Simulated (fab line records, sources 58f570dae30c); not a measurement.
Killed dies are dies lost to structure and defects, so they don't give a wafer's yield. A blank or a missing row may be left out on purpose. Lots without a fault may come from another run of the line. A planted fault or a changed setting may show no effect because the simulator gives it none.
A struck lot beside a sound one | flow berkeley_cmos170 | 24 steps out of a route of 331
Sound: wafers L325.2, L325.3, L325.5. Struck: wafers L341.1, L341.2, L341.4. The cause comes at the end.
At each step with rows: each side's tool, then ch and its chambers, then its first start. Under that, the readings that differ: sound wafers | struck wafers | difference of the means | sigmas: that difference in standard deviations of wafers without a fault.
alike: readings whose means differ by less than 2 such deviations, and words and numbers that are the same on both sides. not compared: withheld readings, readings that some wafer has no value for, bounds like >300 that may hide the same value, and numbers for which the record gives no deviation and whose values overlap.
The two part at a step that has a row with sigmas, a row that says differs or no value, or rows on one side only. Numbers that don't overlap but have no deviation are shown without sigmas and don't part them. A reading that every wafer of one side lacks parts them only if that side has two wafers or more.

first, 4 steps without rows for these wafers: UCB170_PLDD_SOFTBAKE_02 (time 60 s); UCB170_PLDD_EXPOSE_03 (exposes mask PSELECT, target cd 1200 nm); UCB170_PLDD_PEB_04; UCB170_PLDD_DEVELOP_05 (develop time 45 s).
UCB170_PLDD_CD_MEAS_06: target cd 1200 nm.
  sound on cd_sem-01, day 8 11:46; struck on cd_sem-02, day 11 21:07
  reading    | sound                | struck               | difference | sigmas
  cd_nm (nm) | 1200.8 1199.8 1201.1 | 1198.7 1198.3 1196.1 | -2.9       | -2
UCB170_PLDD_OVL_MEAS_07:
  sound on overlay-01, day 8 11:52; struck on overlay-01, day 11 21:14
  alike: PLDD_OVL
then, 2 steps without rows for these wafers: UCB170_PLDD_IMPLANT_08; UCB170_PLDD_IMPLANT_09.
UCB170_PLDD_STRIP_10: strips in O2.
  sound on plasma_asher-02 ch 1, day 8 12:12; struck on plasma_asher-02 ch 0,1, day 11 21:35
  alike: drypump_motor_current_A, oes_product_au, strip_time_to_endpoint_s
  not compared: rf_hours_counter_h
UCB170_PLDD_TW_MEAS_11:
  sound on film_metro-01, day 8 12:19; struck on film_metro-02, day 11 21:41
  alike: PLDD_TW
then, 2 steps without rows for these wafers: UCB170_PLDD_CLEAN_12 (cleans in SPM, time 600 s); UCB170_NLDD_HMDS_00 (prime time 60 s).
UCB170_NLDD_COAT_01: resist thk 900 nm.
  sound on litho_track-04 ch 0, day 8 13:56; struck on litho_track-04 ch 0, day 11 22:04
  reading                               | sound             | struck          | difference | sigmas
  model.KrF_of_NLDD_COAT_01.thk_nm (nm) | 897.5 901.6 899.2 | 854.9 856 857.2 | -43.4      |
  alike: spin_speed_rpm
then, 3 steps without rows for these wafers: UCB170_NLDD_SOFTBAKE_02 (time 60 s); UCB170_NLDD_EXPOSE_03 (exposes mask NSELECT, target cd 1200 nm); UCB170_NLDD_PEB_04.
UCB170_NLDD_DEVELOP_05: develop time 45 s.
  sound on litho_track-01 ch 0; struck on litho_track-04 ch 0
  reading                               | sound           | struck          | difference | sigmas
  model.KrF_of_NLDD_COAT_01.thk_nm (nm) | 883.3 887.4 885 | 840.7 841.8 843 | -43.4      |
UCB170_NLDD_CD_MEAS_06: target cd 1200 nm.
  sound on cd_sem-02, day 8 15:29; struck on cd_sem-01, day 11 22:53
  alike: cd_nm
UCB170_NLDD_OVL_MEAS_07:
  sound on overlay-02, day 8 15:36; struck on overlay-02, day 11 23:01
  alike: NLDD_OVL
then, 2 steps without rows for these wafers: UCB170_NLDD_IMPLANT_08; UCB170_NLDD_IMPLANT_09.
UCB170_NLDD_STRIP_10: strips in O2.
  sound on plasma_asher-03 ch 0,1, day 8 15:56; struck on plasma_asher-02 ch 0,1, day 11 23:21
  reading                      | sound             | struck            | difference | sigmas
  strip_time_to_endpoint_s (s) | 21.57 21.68 21.62 | 20.55 20.56 20.62 | -1.05      | -19
  alike: drypump_motor_current_A, oes_product_au
  not compared: rf_hours_counter_h
UCB170_NLDD_TW_MEAS_11:
  sound on film_metro-01, day 8 16:02; struck on film_metro-01, day 11 23:27
  alike: NLDD_TW
UCB170_M3_PROBE_99:
  the record has rows for the sound wafers here (prober-01, day 10 02:14) and none for the struck ones

WHERE THEY PART
First at UCB170_PLDD_CD_MEAS_06; last, within this record, at UCB170_M3_PROBE_99.

WHY: what the simulator had put in
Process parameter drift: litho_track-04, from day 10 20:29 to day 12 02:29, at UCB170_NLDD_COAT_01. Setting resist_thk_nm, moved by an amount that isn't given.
